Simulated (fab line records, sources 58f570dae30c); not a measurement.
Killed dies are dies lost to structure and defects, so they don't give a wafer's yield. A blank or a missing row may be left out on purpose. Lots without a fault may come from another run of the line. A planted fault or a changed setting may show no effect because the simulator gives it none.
Which tool did it? | flow berkeley_cmos170 | 15 lots, 45 wafers sampled, at 2 steps of a route of 331

WHAT THE GAUGES READ, wafer by wafer
UCB170_SILICIDE_THK_MEAS_03: measures by xrf. Usual: SILICIDE_TI_THK 30.3 nm, standard deviation 0.47.
lot  | measured     | on            | SILICIDE_TI_THK (nm) | flag
L802 | day 7 01:35  | film_metro-03 | 31.1 30.3 29.8       |
L801 | day 7 01:53  | film_metro-04 | 30.9 29.9 30.1       |
L803 | day 7 10:53  | film_metro-03 | 30.4 30.0 29.2       |
L806 | day 7 22:14  | film_metro-03 | 30.2 30.7 30.7       |
L807 | day 8 06:50  | film_metro-02 | 30.1 30.2 30.4       |
L808 | day 8 07:06  | film_metro-03 | 30.2 29.5 29.0       |
L810 | day 8 13:37  | film_metro-04 | 30.2 30.6 29.8       |
L815 | day 9 13:43  | film_metro-02 | 30.5 30.3 29.9       |
L816 | day 9 16:49  | film_metro-04 | 30.6 30.3 30.8       |
L817 | day 10 12:49 | film_metro-02 | 30.6 29.7 30.1       |
L818 | day 10 12:58 | film_metro-03 | 30.7 30.8 30.9       |
L821 | day 10 13:47 | film_metro-03 | 30.6 30.6 30.2       |
L823 | day 11 07:45 | film_metro-03 | 30.1 29.8 29.2       |
L822 | day 11 07:46 | film_metro-02 | 30.5 29.8 30.4       |
L824 | day 11 11:01 | film_metro-03 | 30.7 30.4 30.6       |

WHICH TOOL RAN EACH LOT (tool, then ch and the chambers of the sampled wafers, then the start)
lot  | UCB170_NSD_STRIP_09
L802 | plasma_asher-02 ch 0,1, day 6 22:58
L801 | plasma_asher-04 ch 0,1, day 6 23:13
L803 | plasma_asher-02 ch 0,1, day 7 08:59
L806 | plasma_asher-03 ch 0,1, day 7 20:22
L807 | plasma_asher-04 ch 0,1, day 8 04:58
L808 | plasma_asher-03 ch 0,1, day 8 05:12
L810 | plasma_asher-02 ch 0,1, day 8 11:36
L815 | plasma_asher-03 ch 0,1, day 9 10:14
L816 | plasma_asher-02 ch 0,1, day 9 14:56
L817 | plasma_asher-03 ch 0,1, day 10 10:35
L818 | plasma_asher-02 ch 0,1, day 10 10:47
L821 | plasma_asher-02 ch 0,1, day 10 11:20
L823 | plasma_asher-03 ch 0,1, day 11 04:37
L822 | plasma_asher-02 ch 0,1, day 11 04:47
L824 | plasma_asher-03 ch 0,1, day 11 08:52
- UCB170_NSD_STRIP_09: strips in O2.

WHAT THE TOOLS THEMSELVES READ (means of the sampled wafers that have a number; where no wafer has one, the mark that the record gives instead)
UCB170_NSD_STRIP_09. Usual: drypump_motor_current_A 5.94 A, standard deviation 0.27; oes_product_au 0.536 a.u., standard deviation 0.0045; strip_time_to_endpoint_s 35.58 s, standard deviation 0.072.
lot  | tool            | drypump_motor_current_A (A) | oes_product_au (a.u.) | strip_time_to_endpoint_s (s) | flag
L802 | plasma_asher-02 | 6.07                        | 0.539                 | 35.56                        |
L801 | plasma_asher-04 | 6.11                        | 0.534                 | 35.53                        |
L803 | plasma_asher-02 | 6.08                        | 0.539                 | 35.70                        |
L806 | plasma_asher-03 | 5.77                        | 0.535                 | 35.43                        |
L807 | plasma_asher-04 | 6.11                        | 0.539                 | 35.62                        |
L808 | plasma_asher-03 | 5.78                        | 0.536                 | 35.51                        |
L810 | plasma_asher-02 | 6.08                        | 0.536                 | 35.71                        |
L815 | plasma_asher-03 | 5.91                        | 0.537                 | 35.56                        |
L816 | plasma_asher-02 | 5.94                        | 0.537                 | 35.68                        |
L817 | plasma_asher-03 | 5.93                        | 0.534                 | 35.57                        |
L818 | plasma_asher-02 | 5.92                        | 0.529                 | 35.63                        |
L821 | plasma_asher-02 | 6.05                        | 0.538                 | 35.59                        |
L823 | plasma_asher-03 | 5.92                        | 0.537                 | 35.51                        |
L822 | plasma_asher-02 | 5.93                        | 0.535                 | 35.60                        |
L824 | plasma_asher-03 | 5.91                        | 0.544                 | 35.62                        |

THE ANSWER, worked out from the rows above alone
Rule: a lot is off if the mean of its wafers that have a number lies more than 3 standard deviations from the usual mean. A lot without any number at a reading at which 4 lots or more have one is off too. The other lots that the step has rows for count as sound. The gauges are gone through in route order, then the tools' own readings, and for those a lot's mean is taken as printed above. The first step at which some lot is off is used, and at that step the reading that is off furthest; a lot without a number counts as furthest.
No lot is off at any reading shown: from this, nothing can be told.

WHAT THE SIMULATOR HAD PUT IN
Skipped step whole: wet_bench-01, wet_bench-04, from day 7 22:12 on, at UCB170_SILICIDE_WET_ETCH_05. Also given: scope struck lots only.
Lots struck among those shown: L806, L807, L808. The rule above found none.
